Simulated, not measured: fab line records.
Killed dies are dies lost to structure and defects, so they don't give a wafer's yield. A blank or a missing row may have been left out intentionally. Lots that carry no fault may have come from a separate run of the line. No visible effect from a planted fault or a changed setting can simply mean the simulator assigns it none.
fab line records -- flow berkeleyCmos170
record: lots: 14, wafers: 42, lastDay: 12
route steps=331 shown PWELL@49
lots that met no fault: from a run of the same line without faults
startH: hours from the record's opening day to when the first of the lot's shown wafers began -- waitH: how many hours have passed since the lot's step before this one -- " same as the row above -- L1.1+2: several wafers, shown together as one row -- - no value, or no start given -- * or withheld: withheld -- < > ~ a bound
route shown NAME@n: a module of which the file shows steps, and the number in the route of the first -- usual: average and standard deviation across the fault-free wafers -- same: alike in all rows -- chamber/n: place in a boat -- sites: the reading at each site -- _std_site: their standard deviation -- _edge_site: inner sites' mean taken away from outer sites' mean -- radiusMm: how far each site lies from the wafer's centre -- mask NAME#n: copy n -- behind: the last tool/chamber to shape the wafer -- hold: what put the lot on hold/how long, in hours/how the hold closed -- device: which transistor (n, p or np) failed to switch -- end of line: tests run on the same wafers once the route is complete -- a step without rows: its recipe alone -- killed: not the wafer's yield, but the dies lost to structure and defects at the first sort -- map: the dies of a wafer, with x for killed, . for not killed, _ for no die there
set.NAME: the setting as run; set.NAME@STEP: as run at that earlier step -- model.NAME: the simulator's own value behind a step, which no gauge read
a sample of lots followed through the steps of the route, with each step as a table and each wafer as a row
services: from which hour (startH, from the record's first day; less than 0 if before it) a tool's chamber was out of use, for how many hours, and why
== steps ==
step: UCB170_PWELL_IMPLANT_15
recipe: species: B, doseCm2: 5e+12, energyKev: 60, tiltDeg: 7
usual: beamEnergyKeV: 60.003/0.018
same: implantIonAmu: 11
lot.wafer,tool,chamber,startH,waitH,beamEnergyKeV
L781.2,implanter-01,0,44.83,0.1,60.006
L781.3,implanter-01,0,44.83,0.1,60.018
L781.6,implanter-01,0,44.83,0.1,59.994
L783.3,implanter-02,0,57.10,0.1,59.993
L783.5,implanter-02,0,57.10,0.1,59.992
L783.6,implanter-02,0,57.10,0.1,59.994
L784.3,implanter-01,0,63.52,0.1,60.015
L784.5,implanter-01,0,63.52,0.1,60.002
L784.6,implanter-01,0,63.52,0.1,60.004
L786.1,implanter-04,0,74.59,0.1,59.989
L786.3,implanter-04,0,74.59,0.1,60.018
L786.4,implanter-04,0,74.59,0.1,59.993
L789.2,implanter-02,0,90.91,0.1,60.043
L789.4,implanter-02,0,90.91,0.1,60.002
L789.6,implanter-02,0,90.91,0.1,60.038
L790.1,implanter-04,0,91.01,0.1,59.974
L790.4,implanter-04,0,91.01,0.1,60.021
L790.6,implanter-04,0,91.01,0.1,60.039
L791.1,implanter-01,0,104.29,0.1,60.025
L791.4,implanter-01,0,104.29,0.1,60.008
L791.5,implanter-01,0,104.29,0.1,60.023
L793.1,implanter-04,0,111.90,0.1,59.984
L793.2,implanter-04,0,111.90,0.1,60.007
L793.5,implanter-04,0,111.90,0.1,59.979
L795.1,implanter-01,0,120.39,0.1,54.661
L795.5,implanter-01,0,120.39,0.1,54.634
L795.6,implanter-01,0,120.39,0.1,54.676
L796.1,implanter-02,0,129.26,0.1,60.025
L796.3,implanter-02,0,129.26,0.1,60.010
L796.6,implanter-02,0,129.26,0.1,59.983
L797.3,implanter-01,0,129.56,0.1,54.662
L797.5,implanter-01,0,129.56,0.1,54.666
L797.6,implanter-01,0,129.56,0.1,54.682
L802.3,implanter-02,0,155.41,0.1,60.018
L802.4,implanter-02,0,155.41,0.1,59.979
L802.6,implanter-02,0,155.41,0.1,59.989
L804.3,implanter-04,0,162.83,0.1,60.005
L804.5,implanter-04,0,162.83,0.1,59.971
L804.6,implanter-04,0,162.83,0.1,59.979
L803.2,implanter-02,0,163.10,0.1,59.996
L803.3,implanter-02,0,163.10,0.1,60.019
L803.5,implanter-02,0,163.10,0.1,60.036
== services ==
tool,chamber,startH,hours,kind
implanter-01,-,24.34,3.1,pm
implanter-04,-,25.50,4.8,repair
implanter-01,-,30.82,2.0,repair
implanter-04,-,69.89,4.6,pm
implanter-04,-,122.27,24.6,repair
implanter-02,-,141.36,4.1,pm
implanter-02,-,146.05,2.0,repair
implanter-01,-,149.71,2.7,repair
== key ==
firstSign: step: UCB170_PWELL_IMPLANT_15, reading: beamEnergyKeV, direction: down, sigmas: 99+, usual: 60.003, struck: 54.664
effect none on later readings
metAt UCB170_PWELL_IMPLANT_15
struckLots L795,L797
testerLeftOut L795,L797
onsetBetween 104.29 120.39
fault: kind: processParameterDrift, tool: implanter-01, chamber: -, onsetH: 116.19, steps: UCB170_PWELL_IMPLANT_15, channel: energyKev, offset: -5.3468, shape: step, endH: 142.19, actsIn: theseRecipesOnly, stated: 60
testerLeftOut: of these lots the tester's yield and bins aren't shown, on N5 and GAA mostly nor the transistor test; their killed dies are dies lost to structure and defects alone, not to doping, threshold or leakage, so they don't give the yield
